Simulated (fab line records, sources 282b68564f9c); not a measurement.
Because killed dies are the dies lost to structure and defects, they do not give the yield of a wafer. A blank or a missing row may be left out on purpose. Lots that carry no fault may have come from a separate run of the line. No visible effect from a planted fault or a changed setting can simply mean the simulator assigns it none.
fab line records | flow rit-cmos
record lots=6 | wafers=18 | last-day=7
route steps=202 shown M1@185
lots with no fault: from the same line, run without faults
start-h: hours from the record's opening day to when the first of the lot's shown wafers began | wait-h: how many hours have passed since the lot's step before this one | " same as the row above | L1.1+2: a single row standing in for several wafers | - no value, or no start given | * or withheld: withheld | < > ~ a bound
route shown NAME@n: a module of which the file shows steps, and the number in the route of the first | usual: mean/standard deviation taken from wafers without a fault | same: alike in all rows | chamber/n: place in a boat | sites: per-site readings | _std_site: how widely they spread, as a standard deviation | _edge_site: inner sites' mean taken away from outer sites' mean | radius-mm: for every site, how far away it sits from the centre of the wafer | mask NAME#n: copy n | behind: the tool/chamber that last shaped the wafer | hold: cause of the lot's hold/its duration in hours/its outcome | device: whichever transistor did not switch (one of n, p or np) | end of line: at the end of the route, the tests of the same wafers | where a step has no rows: the recipe by itself | killed: not the wafer's yield, but the dies lost to structure and defects at the first sort | map: dies across one wafer; x = killed, . = not, _ = none there
set.NAME: the setting the step ran with; set.NAME@STEP: the setting that earlier step ran with | model.NAME: the simulator's own value behind a step, which no gauge read
lots at some steps of the route; a table a step, a row a wafer
services: a tool's chamber out of use, with start hour (start-h, from the record's first day; less than 0 if before it), hours out, and reason
## steps
# step RIT_M1_RS_MEAS_01
# recipe thk-meas-gauge=four-point-probe | reads=Al_of_M1_SPUTTER_00
# usual M1_AL_RS=0.0712/0.00075
lot.wafer | tool          | chamber | start-h | wait-h | M1_AL_RS[ohm/sq]
L170.2    | film-metro-01 | -       | 77.40   | 0.2    | 0.0718
L170.3    | "             | -       | "       | "      | 0.0717
L170.6    | "             | -       | "       | "      | 0.0706
L179.2    | film-metro-04 | -       | 119.74  | 0.2    | 0.0722
L179.3    | "             | -       | "       | "      | 0.0722
L179.4    | "             | -       | "       | "      | 0.0715
L181.2    | film-metro-02 | -       | 132.88  | 0.2    | 0.0719
L181.3    | "             | -       | "       | "      | 0.0716
L181.6    | "             | -       | "       | "      | 0.0710
L183.3    | film-metro-02 | -       | 141.09  | 0.2    | 0.0696
L183.4    | "             | -       | "       | "      | 0.0702
L183.6    | "             | -       | "       | "      | 0.0696
L185.2    | film-metro-04 | -       | 149.12  | 0.2    | 0.0714
L185.3    | "             | -       | "       | "      | 0.0722
L185.6    | "             | -       | "       | "      | 0.0718
L188.1    | film-metro-02 | -       | 164.58  | 0.1    | 0.0712
L188.4    | "             | -       | "       | "      | 0.0717
L188.6    | "             | -       | "       | "      | 0.0707
# step RIT_M1_THK_MEAS_02
# recipe thk-meas-gauge=xrf | reads=Al_of_M1_SPUTTER_00
# usual M1_AL_THK=416/4.2
lot.wafer | tool          | chamber | start-h | wait-h | M1_AL_THK[nm]
L170.2    | film-metro-01 | -       | 77.51   | 0.1    | 412
L170.3    | "             | -       | "       | "      | 413
L170.6    | "             | -       | "       | "      | 420
L179.2    | film-metro-04 | -       | 119.85  | 0.1    | 410
L179.3    | "             | -       | "       | "      | 412
L179.4    | "             | -       | "       | "      | 416
L181.2    | film-metro-02 | -       | 132.99  | 0.1    | 412
L181.3    | "             | -       | "       | "      | 416
L181.6    | "             | -       | "       | "      | 417
L183.3    | film-metro-02 | -       | 141.19  | 0.1    | 424
L183.4    | "             | -       | "       | "      | 423
L183.6    | "             | -       | "       | "      | 423
L185.2    | film-metro-04 | -       | 149.23  | 0.1    | 414
L185.3    | "             | -       | "       | "      | 410
L185.6    | "             | -       | "       | "      | 414
L188.1    | film-metro-02 | -       | 164.70  | 0.1    | 415
L188.4    | "             | -       | "       | "      | 412
L188.6    | "             | -       | "       | "      | 418
# step RIT_M1_HMDS_03
# recipe prime-time-s=60 | prime-temp-c=140
# step RIT_M1_COAT_04
# recipe resist=NOVOLAK | spin-rpm=2000 | resist-thk-nm=1300
# step RIT_M1_SOFTBAKE_05
# recipe resist=NOVOLAK | temp-c=90 | time-s=60
# step RIT_M1_EXPOSE_06
# recipe mask-id=M12 | na=0.6 | source-shape=conventional | sigma-outer=0.5 | target-cd-nm=2600 | dose-mj=250
# step RIT_M1_PEB_07
# recipe resist=NOVOLAK | temp-c=withheld | time-s=withheld
# step RIT_M1_DEVELOP_08
# recipe resist=NOVOLAK | develop-time-s=68 | dev-temp-c=23.83
# step RIT_M1_CD_MEAS_09
# recipe target-cd-nm=2600
# usual cd-nm=2600.6/1.9
lot.wafer | tool      | chamber | start-h | wait-h | cd-nm
L170.2    | cd-sem-01 | -       | 78.46   | -      | 2598.1
L170.3    | "         | -       | "       | "      | 2602.0
L170.6    | "         | -       | "       | "      | 2601.4
L179.2    | cd-sem-02 | -       | 121.09  | -      | 2599.5
L179.3    | "         | -       | "       | "      | 2600.4
L179.4    | "         | -       | "       | "      | 2597.9
L181.2    | cd-sem-02 | -       | 134.03  | -      | 2600.3
L181.3    | "         | -       | "       | "      | 2600.2
L181.6    | "         | -       | "       | "      | 2601.3
L183.3    | cd-sem-02 | -       | 142.15  | -      | 2602.6
L183.4    | "         | -       | "       | "      | 2603.3
L183.6    | "         | -       | "       | "      | 2600.5
L185.2    | cd-sem-01 | -       | 150.38  | -      | 2600.2
L185.3    | "         | -       | "       | "      | 2600.2
L185.6    | "         | -       | "       | "      | 2599.5
L188.1    | cd-sem-01 | -       | 165.77  | -      | 2602.5
L188.4    | "         | -       | "       | "      | 2599.1
L188.6    | "         | -       | "       | "      | 2600.0
# step RIT_M1_OVL_MEAS_10
# usual M1_OVL=-0.4/1.6
lot.wafer | tool       | chamber | start-h | wait-h | M1_OVL[nm]
L170.2    | overlay-02 | -       | 78.57   | 0.1    | -0.5
L170.3    | "          | -       | "       | "      | -0.8
L170.6    | "          | -       | "       | "      | 0.1
L179.2    | overlay-01 | -       | 121.20  | 0.1    | -0.4
L179.3    | "          | -       | "       | "      | -0.6
L179.4    | "          | -       | "       | "      | -0.7
L181.2    | overlay-01 | -       | 134.14  | 0.1    | 0.7
L181.3    | "          | -       | "       | "      | 0.3
L181.6    | "          | -       | "       | "      | 0.1
L183.3    | overlay-01 | -       | 142.24  | 0.1    | -2.4
L183.4    | "          | -       | "       | "      | -2.6
L183.6    | "          | -       | "       | "      | -1.6
L185.2    | overlay-01 | -       | 150.48  | 0.1    | -1.3
L185.3    | "          | -       | "       | "      | -0.6
L185.6    | "          | -       | "       | "      | -1.8
L188.1    | overlay-02 | -       | 165.89  | 0.1    | -1.2
L188.4    | "          | -       | "       | "      | 0.5
L188.6    | "          | -       | "       | "      | -1.4
# step RIT_M1_HARDBAKE_11
# recipe resist=NOVOLAK | temp-c=140 | time-s=120
# step RIT_M1_METAL_ETCH_12
# recipe stop-on=SiO2 | chemistry=Cl2/BCl3 | target=Al | time-s=165 | over-etch-frac=0.5 | pressure-mtorr=100 | target-depth-a=6000 | rf-w=250 | Cl2_flow_sccm=60 | bcl3-flow-sccm=50
# usual drypump-motor-current-A=5.5/0.3 | oes-product-au=0.792/0.011 | throttle-valve-pct=8.29/0.058
# same over-etch-frac=0.5
lot.wafer | tool         | chamber | start-h | wait-h | drypump-motor-current-A | oes-product-au | rf-hours-counter-h | throttle-valve-pct
L170.2    | rie-metal-04 | 0       | 78.98   | 0.2    | 5.7                     | 0.796          | 1                  | 8.41
L170.3    | "            | 0       | "       | "      | 5.7                     | 0.796          | -                  | 8.38
L170.6    | "            | 0       | "       | "      | 5.7                     | 0.801          | -                  | 8.37
L179.2    | rie-metal-04 | 1       | 121.48  | 0.2    | 5.5                     | 0.805          | 1                  | 8.24
L179.3    | "            | 0       | "       | "      | 5.6                     | 0.790          | -                  | 8.38
L179.4    | "            | 1       | "       | "      | 5.5                     | 0.801          | -                  | 8.23
L181.2    | rie-metal-01 | 1       | 134.42  | 0.2    | 5.8                     | 0.775          | 5                  | 8.24
L181.3    | "            | 0       | "       | "      | 5.0                     | 0.777          | -                  | 8.28
L181.6    | "            | 0       | "       | "      | 5.0                     | 0.790          | -                  | 8.28
L183.3    | rie-metal-04 | 0       | 142.57  | 0.2    | 5.7                     | 0.810          | -                  | 8.40
L183.4    | "            | 1       | "       | "      | 5.5                     | 0.812          | -                  | 8.23
L183.6    | "            | 1       | "       | "      | 5.5                     | 0.824          | -                  | 8.24
L185.2    | rie-metal-04 | 0       | 150.76  | 0.2    | 5.6                     | 0.799          | 2                  | 8.38
L185.3    | "            | 0       | "       | "      | 5.7                     | 0.796          | -                  | 8.38
L185.6    | "            | 0       | "       | "      | 5.7                     | 0.803          | -                  | 8.38
L188.1    | rie-metal-04 | 0       | 166.17  | 0.2    | 5.7                     | 0.792          | 2                  | 8.38
L188.4    | "            | 0       | "       | "      | 5.7                     | 0.801          | -                  | 8.37
L188.6    | "            | 0       | "       | "      | 5.7                     | 0.805          | -                  | 8.37
# step RIT_M1_STRIP_13
# recipe chemistry=nmp | resist=NOVOLAK | temp-c=80 | time-s=600 | dry=n2-spin
# usual run-length-s=627/3
lot.wafer | tool         | chamber | start-h | wait-h | run-length-s
L170.2    | wet-bench-04 | 2       | 79.14   | 0.1    | 626
L170.3    | "            | 2       | "       | "      | 626
L170.6    | "            | 2       | "       | "      | 626
L179.2    | wet-bench-02 | 3       | 121.64  | 0.1    | 624
L179.3    | "            | 3       | "       | "      | 624
L179.4    | "            | 3       | "       | "      | 624
L181.2    | wet-bench-02 | 3       | 134.58  | 0.1    | 772
L181.3    | "            | 3       | "       | "      | 772
L181.6    | "            | 3       | "       | "      | 772
L183.3    | wet-bench-02 | 0       | 142.67  | 0.1    | 774
L183.4    | "            | 0       | "       | "      | 774
L183.6    | "            | 0       | "       | "      | 774
L185.2    | wet-bench-04 | 2       | 150.92  | 0.1    | 627
L185.3    | "            | 2       | "       | "      | 627
L185.6    | "            | 2       | "       | "      | 627
L188.1    | wet-bench-04 | 3       | 166.33  | 0.1    | 626
L188.4    | "            | 3       | "       | "      | 626
L188.6    | "            | 3       | "       | "      | 626
# step RIT_M1_STRIP_14
# recipe chemistry=O2 | time-s=180 | platen-temp-c=withheld | power-w=500 | pressure-mtorr=4000 | o2-flow-sccm=4000
# usual drypump-motor-current-A=5.6/0.56 | run-length-s=208.3/0.71
lot.wafer | tool            | chamber | start-h | wait-h | drypump-motor-current-A | rf-hours-counter-h | run-length-s
L170.2    | plasma-asher-02 | 0       | 79.31   | 0.0    | 6.0                     | 28                 | 207.8
L170.3    | "               | 0       | "       | "      | 6.0                     | -                  | 207.8
L170.6    | "               | 0       | "       | "      | 6.0                     | -                  | 207.7
L179.2    | plasma-asher-02 | 0       | 121.81  | 0.0    | 6.0                     | 33                 | 207.6
L179.3    | "               | 0       | "       | "      | 6.0                     | -                  | 207.5
L179.4    | "               | 1       | "       | "      | 6.5                     | -                  | 208.7
L181.2    | plasma-asher-03 | 0       | 134.76  | 0.0    | 5.7                     | 52                 | 208.8
L181.3    | "               | 0       | "       | "      | 5.7                     | -                  | 209.3
L181.6    | "               | 1       | "       | "      | 4.9                     | -                  | 208.1
L183.3    | plasma-asher-04 | 0       | 142.91  | 0.1    | 6.2                     | -                  | 209.4
L183.4    | "               | 1       | "       | "      | 5.0                     | -                  | 207.7
L183.6    | "               | 1       | "       | "      | 5.0                     | -                  | 208.0
L185.2    | plasma-asher-03 | 0       | 151.10  | 0.0    | 5.7                     | 54                 | 209.0
L185.3    | "               | 0       | "       | "      | 5.7                     | -                  | 209.0
L185.6    | "               | 1       | "       | "      | 4.9                     | -                  | 207.4
L188.1    | plasma-asher-04 | 1       | 166.51  | 0.0    | 5.0                     | 54                 | 207.5
L188.4    | "               | 0       | "       | "      | 6.2                     | -                  | 208.9
L188.6    | "               | 0       | "       | "      | 6.1                     | -                  | 209.2
# step RIT_M1_PROBE_99
# usual defect-limited-yield=97.4/1.1 | killed-at-contacts=0.1/0.27 | killed-at-front-end=7/3 | killed-dies=7.0/3 | killed-open=3.5/2.1 | killed-short=3.4/1.9 | sort_bin_3_pad_short=0.1/0.19 | sort_bin_5_function=1.4/0.77 | sort_bin_6_memory=1.1/0.72 | sort-n-pass=257.0/3 | sort-yield-pct=97.4/1.1
# same gross-dies=264 | killed_at_M0_to_M3=0 | killed_at_M4_up=0 | killed-at-back-side=0 | killed-at-other=0
lot.wafer | tool      | chamber | start-h | wait-h | defect-limited-yield[%] | killed-at-contacts | killed-at-front-end | killed-dies | killed-open | killed-short | sort_bin_3_pad_short[%] | sort_bin_5_function[%] | sort_bin_6_memory[%] | sort-n-pass | sort-yield-pct[%]
L170.2    | prober-01 | -       | 81.28   | 0.1    | 97.7                    | 0                  | 6                   | 6           | 3           | 3            | 0                       | 1.1                    | 1.1                  | 258.0       | 97.7
L170.3    | prober-01 | -       | 81.33   | 0.2    | 98.1                    | 1                  | 4                   | 5           | 2           | 3            | 0                       | 0.8                    | 1.1                  | 259.0       | 98.1
L170.6    | prober-01 | -       | 81.48   | 0.2    | 97.0                    | 0                  | 8                   | 8           | 5           | 3            | 0                       | 1.5                    | 1.5                  | 256.0       | 97.0
L179.2    | prober-02 | -       | 123.78  | 0.1    | 97.0                    | 0                  | 8                   | 8           | 6           | 2            | 0                       | 1.5                    | 1.5                  | 256.0       | 97.0
L179.3    | prober-02 | -       | 123.83  | 0.2    | 97.3                    | 0                  | 7                   | 7           | 3           | 4            | 0                       | 0.8                    | 1.9                  | 257.0       | 97.3
L179.4    | prober-02 | -       | 123.88  | 0.2    | 97.3                    | 0                  | 7                   | 7           | 6           | 1            | 0.4                     | 1.9                    | 0.4                  | 257.0       | 97.3
L181.2    | prober-02 | -       | 136.72  | 0.1    | 95.8                    | 0                  | 11                  | 11          | 3           | 8            | 0                       | 1.9                    | 2.3                  | 253.0       | 95.8
L181.3    | prober-02 | -       | 136.77  | 0.2    | 95.5                    | 0                  | 12                  | 12          | 10          | 1            | 0                       | 0.8                    | 3.8                  | 252.0       | 95.5
L181.6    | prober-02 | -       | 136.92  | 0.2    | 95.8                    | 0                  | 11                  | 11          | 7           | 3            | 0                       | 1.5                    | 2.7                  | 253.0       | 95.8
L183.3    | prober-02 | -       | 144.89  | 0.2    | 95.1                    | 0                  | 13                  | 13          | 7           | 6            | 0.4                     | 2.3                    | 2.3                  | 251.0       | 95.1
L183.4    | prober-02 | -       | 144.94  | 0.2    | 98.1                    | 0                  | 5                   | 5           | 2           | 3            | 0                       | 1.1                    | 0.8                  | 259.0       | 98.1
L183.6    | prober-02 | -       | 145.04  | 0.2    | 96.6                    | 0                  | 9                   | 9           | 4           | 5            | 0.4                     | 1.5                    | 1.5                  | 255.0       | 96.6
L185.2    | prober-02 | -       | 153.35  | 0.1    | 98.9                    | 0                  | 3                   | 3           | 2           | 1            | 0                       | 0.8                    | 0.4                  | 261.0       | 98.9
L185.3    | prober-02 | -       | 153.40  | 0.2    | 98.9                    | 0                  | 3                   | 3           | 1           | 2            | 0                       | 1.1                    | 0                    | 261.0       | 98.9
L185.6    | prober-02 | -       | 153.55  | 0.2    | 95.5                    | 0                  | 12                  | 12          | 6           | 6            | 0                       | 2.7                    | 1.9                  | 252.0       | 95.5
L188.1    | prober-01 | -       | 168.42  | 0.1    | 97.7                    | 0                  | 6                   | 6           | 1           | 5            | 0.4                     | 0.4                    | 1.5                  | 258.0       | 97.7
L188.4    | prober-01 | -       | 168.57  | 0.2    | 98.5                    | 1                  | 3                   | 4           | 2           | 2            | 0                       | 0.8                    | 0.8                  | 260.0       | 98.5
L188.6    | prober-01 | -       | 168.67  | 0.2    | 98.1                    | 0                  | 5                   | 5           | 1           | 4            | 0                       | 1.5                    | 0.4                  | 259.0       | 98.1
# killed by level:class
L170.2 GATE:geometric-particle:short=2 FOX1:geometric-particle:open=1 GATE:geometric-particle:open=1 SPACER:geometric-particle:open=1 SILICIDE:geometric-particle:short=1
L170.3 GATE:geometric-particle:short=2 FOX1:geometric-particle:short=1 FOX1:geometric-particle:open=1 CONTACT:geometric-particle:open=1
L170.6 REOX:geometric-particle:open=3 SILICIDE:geometric-particle:short=3 FOX1:geometric-particle:open=1 GATE:geometric-particle:open=1
L179.2 GATE:geometric-particle:open=2 FOX1:geometric-particle:short=1 FOX2:geometric-particle:open=1 GATE:geometric-particle:short=1 REOX:geometric-particle:open=1 SPACER:geometric-particle:open=1 SILICIDE:geometric-particle:open=1
L179.3 SILICIDE:geometric-particle:short=2 FOX1:geometric-particle:short=1 REOX:geometric-particle:open=1 SPACER:geometric-particle:open=1 SPACER:geometric-particle:short=1 SILICIDE:geometric-particle:open=1
L179.4 SILICIDE:geometric-particle:open=2 FOX1:geometric-particle:open=1 FOX2:geometric-particle:open=1 GATE:geometric-particle:open=1 SPACER:geometric-particle:open=1 SPACER:geometric-particle:short=1
L181.2 SPACER:geometric-particle:short=3 GATE:geometric-particle:short=2 FOX1:geometric-particle:open=1 FOX1:geometric-particle:short=1 FOX2:geometric-particle:open=1 GATE:geometric-particle:open=1 REOX:geometric-particle:short=1 SILICIDE:geometric-particle:short=1
L181.3 GATE:geometric-particle:open=4 FOX1:geometric-particle:open=2 FOX2:geometric-particle:open=2 FOX1:geometric-particle:short=1 SPACER:geometric-particle:open=1 SILICIDE:geometric-particle:open=1 NWELL:coat-microbubble-printed=1
L181.6 GATE:geometric-particle:open=5 FOX1:geometric-particle:short=2 GATE:geometric-particle:short=1 REOX:geometric-particle:open=1 SPACER:geometric-particle:open=1 NWELL:coat-microbubble-printed=1
L183.3 GATE:geometric-particle:open=5 FOX1:geometric-particle:short=2 GATE:geometric-particle:short=2 FOX2:geometric-particle:short=1 REOX:geometric-particle:open=1 REOX:geometric-particle:short=1 SILICIDE:geometric-particle:open=1
L183.4 GATE:geometric-particle:short=2 FOX1:geometric-particle:open=1 FOX2:geometric-particle:short=1 FOX2:geometric-particle:open=1
L183.6 GATE:geometric-particle:open=3 FOX1:geometric-particle:short=2 GATE:geometric-particle:short=2 FOX1:geometric-particle:open=1 REOX:geometric-particle:short=1
L185.2 FOX1:geometric-particle:open=1 GATE:geometric-particle:short=1 SILICIDE:geometric-particle:open=1
L185.3 FOX1:geometric-particle:open=1 GATE:geometric-particle:short=1 SPACER:geometric-particle:short=1
L185.6 GATE:geometric-particle:open=3 GATE:geometric-particle:short=3 FOX2:geometric-particle:short=2 REOX:geometric-particle:open=2 FOX1:geometric-particle:short=1 FOX1:geometric-particle:open=1
L188.1 FOX1:geometric-particle:short=2 FOX2:geometric-particle:open=1 FOX2:geometric-particle:short=1 GATE:geometric-particle:short=1 SILICIDE:geometric-particle:short=1
L188.4 GATE:geometric-particle:short=1 SPACER:geometric-particle:open=1 SILICIDE:geometric-particle:open=1 CONTACT:geometric-particle:short=1
L188.6 SILICIDE:geometric-particle:short=3 GATE:geometric-particle:short=1 GATE:geometric-particle:open=1
## services
tool            | chamber | start-h | hours | kind
rie-metal-01    | 0       | 61.42   | 26.3  | repair
plasma-asher-03 | -       | 63.43   | 0.4   | repair
rie-metal-01    | 1       | 105.66  | 11.3  | repair
rie-metal-04    | -       | 136.19  | 4.0   | pm
rie-metal-01    | -       | 164.96  | 0.3   | repair
## key
first-sign step=RIT_M1_STRIP_13 | reading=run-length-s | direction=up | sigmas=48 | usual=* | struck=*
effect none on later readings
met-at RIT_M1_STRIP_13
struck-wafers L181.2,L181.3,L181.6,L183.3,L183.4,L183.6
onset-between 121.64 134.58
fault kind=process-parameter-drift | tool=wet-bench-02 | chamber=- | onset-h=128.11 | steps=RIT_M1_STRIP_13 | channel=time-s | offset=* | shape=step | end-h=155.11 | acts-in=* | stated=*
